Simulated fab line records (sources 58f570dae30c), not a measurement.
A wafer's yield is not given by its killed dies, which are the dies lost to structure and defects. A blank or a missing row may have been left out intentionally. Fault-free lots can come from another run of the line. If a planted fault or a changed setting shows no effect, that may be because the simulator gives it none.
Which of the tools did it?	flow berkeley cmos170	42 wafers sampled from 14 lots at 1 step of a route of 331

== WHAT THE GAUGES READ, wafer by wafer ==
No reading from a measuring or inspecting step in the record can be judged against a usual standard deviation.

== WHICH TOOL RAN EACH LOT (tool, then ch and the chambers of the sampled wafers, then the start) ==
lot	UCB170_M3_EXPOSE_12
L138	krf scanner-01 ch 0, day 8 06:47
L136	krf scanner-01 ch 0, day 8 07:00
L137	krf scanner-02 ch 0, day 8 07:16
L139	krf scanner-02 ch 0, day 8 08:28
L140	krf scanner-01 ch 0, day 9 00:22
L141	krf scanner-02 ch 0, day 9 00:37
L143	krf scanner-01, day 9 00:52
L142	krf scanner-01, day 9 01:01
L149	krf scanner-01 ch 0, day 10 19:11
L153	krf scanner-01 ch 0, day 11 00:19
L155	krf scanner-01 ch 0, day 11 06:14
L156	krf scanner-01 ch 0, day 11 10:10
L151	krf scanner-01 ch 0, day 11 10:17
L154	krf scanner-02 ch 0, day 11 12:02
- UCB170_M3_EXPOSE_12: exposes mask METAL3, target cd 700 nm.

== AS READ BY THE TOOLS THEMSELVES (means over the sampled wafers that have a number; for cases with no such wafer, the mark the record gives instead) ==
UCB170_M3_EXPOSE_12. Usual: exposure dose mJ cm2 25.998, standard deviation 0.027; focus offset nm 0.0 nm, standard deviation 0.48.
lot	tool	exposure dose mJ cm2	focus offset nm (nm)	flag
L138	krf scanner-01	25.974	0.4	
L136	krf scanner-01	26.017	-0.7	
L137	krf scanner-02	26.038	0.2	
L139	krf scanner-02	25.973	-0.3	
L140	krf scanner-01	25.969	0.6	
L141	krf scanner-02	25.980	-0.2	
L143	krf scanner-01	-	-	OFF
L142	krf scanner-01	-	-	OFF
L149	krf scanner-01	26.016	-0.2	
L153	krf scanner-01	25.989	-0.2	
L155	krf scanner-01	26.007	-0.0	
L156	krf scanner-01	25.958	-0.5	
L151	krf scanner-01	26.028	-0.4	
L154	krf scanner-02	26.028	-0.1	

== THE ANSWER, worked out from the rows above alone ==
Rule: a lot counts as off when the mean over its wafers that have a number is more than 3 standard deviations away from the usual mean. A lot without any number at a reading at which 4 lots or more have one is off too. Where the step has rows for the other lots, those lots are counted as sound. The gauges are gone through in route order, then the tools' own readings, and for those a lot's mean is taken as printed above. At the first step where some lot is off, the reading lying furthest off is the one used; lots without a number count as furthest.
Off, at UCB170_M3_EXPOSE_12 on exposure dose mJ cm2: L143, L142. Without a number there: L143, L142.
If a tool, at that step or one of the process steps before it, ran each lot that is off and ran no sound lot following the first of them, it fits. None of those tried fits.

== WHAT THE SIMULATOR PUT IN ==
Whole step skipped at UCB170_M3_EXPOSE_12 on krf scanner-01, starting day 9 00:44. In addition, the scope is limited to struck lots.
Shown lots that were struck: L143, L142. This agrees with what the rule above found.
